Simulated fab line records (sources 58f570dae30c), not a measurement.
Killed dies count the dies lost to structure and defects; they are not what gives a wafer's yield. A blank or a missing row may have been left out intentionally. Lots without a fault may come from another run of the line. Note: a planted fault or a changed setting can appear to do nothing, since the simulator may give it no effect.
Code-filled problem report in 8D (eight disciplines) form || flow berkeleyCmos170 || the parts of the form that need people (team, actions taken, sign-off) are left out

1. THE ISSUE
Mean of runLengthS at UCB170_M2_METAL_ETCH_18: 230.6 s across 6 wafers in 2 lots; on wafers with no fault it is 223.6 s (standard deviation 1). Measured from the usual mean, that is +7.0 standard deviations.
The step: etches Al in Cl2/BCl3, stops on SiO2, target depth 1170 nm, time 195 s.
Seen first at day 11 17:51 on rieMetal-02, wafer L743.1. Wafers with a number at this step in the record: 42, from 14 lots. By rule, "out" or "out of limits" means more than 4 standard deviations away from the usual mean. Any other wafer with a number is counted as sound.

2. WHAT IT IS; WHAT IT IS NOT
{"question": "which readings at this step", "is": "runLengthS", "is not": "drypumpMotorCurrentA, throttleValvePct"}
{"question": "which lots", "is": "L743, L747", "is not": "L726, L730, L731, L734, L735, L736, L737, L738, L739, L740, L741, L742"}
{"question": "which wafers of those lots", "is": "all that have a number", "is not": "-"}
{"question": "read on which tools", "is": "rieMetal-02", "is not": "rieMetal-01, rieMetal-04"}
{"question": "when", "is": "from day 11 17:51", "is not": "up to then (36 sound wafers)"}

3. WHAT RULES OUT EACH SUSPECT
Counting: any tool at a process step up to the reading is kept as a suspect provided that every lot that is out went through it and no sound lot did after the first of them.
- rieMetal-02 at UCB170_M2_METAL_ETCH_18 (etches Al in Cl2/BCl3, stops on SiO2, target depth 1170 nm, time 195 s): kept. Every lot that is out went through it, starting with L743 (day 11 17:51), and after that it ran no sound lot; the last sound lot it ran before then is L740 (day 11 02:28). On those wafers its own readings are out: runLengthS.
Remaining after the count: rieMetal-02 at UCB170_M2_METAL_ETCH_18.

4. THE CAUSE (what the simulator had put in)
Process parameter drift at UCB170_M2_METAL_ETCH_18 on rieMetal-02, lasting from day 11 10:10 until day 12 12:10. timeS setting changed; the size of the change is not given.
Only this tool survived the counting.

5. SEQUENCE OF EFFECTS, ordered by route
Rows list readings where the struck wafers' mean (over those with a number) sits beyond 3 standard deviations from the usual. Scope: only readings with a usual standard deviation given in the record; hours: median across lots of the time from each lot's start at the first step in this table that gives one to its start at this step; sigmas: change in usual standard deviations.
{"hours": 0, "step": "UCB170_M2_METAL_ETCH_18", "reading": "runLengthS", "usual": "223.6 s", "on struck wafers": 230.6, "change": "+7.0", "sigmas": "+7.0"}
Process steps it contains:
- UCB170_M2_METAL_ETCH_18: etches Al in Cl2/BCl3, stops on SiO2, target depth 1170 nm, time 195 s.
Later measuring or inspecting steps at which every struck wafer that the step has a row for has a number for every such reading, and none has moved that far: UCB170_V2_OVL_MEAS_13, UCB170_M3_THK_MEAS_03, UCB170_M3_OVL_MEAS_16.

6. HOW IT WOULD HAVE BEEN CAUGHT EARLIER
In this record the first reading out of limits was taken at day 11 17:51, 8 hours after the fault began at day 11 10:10.
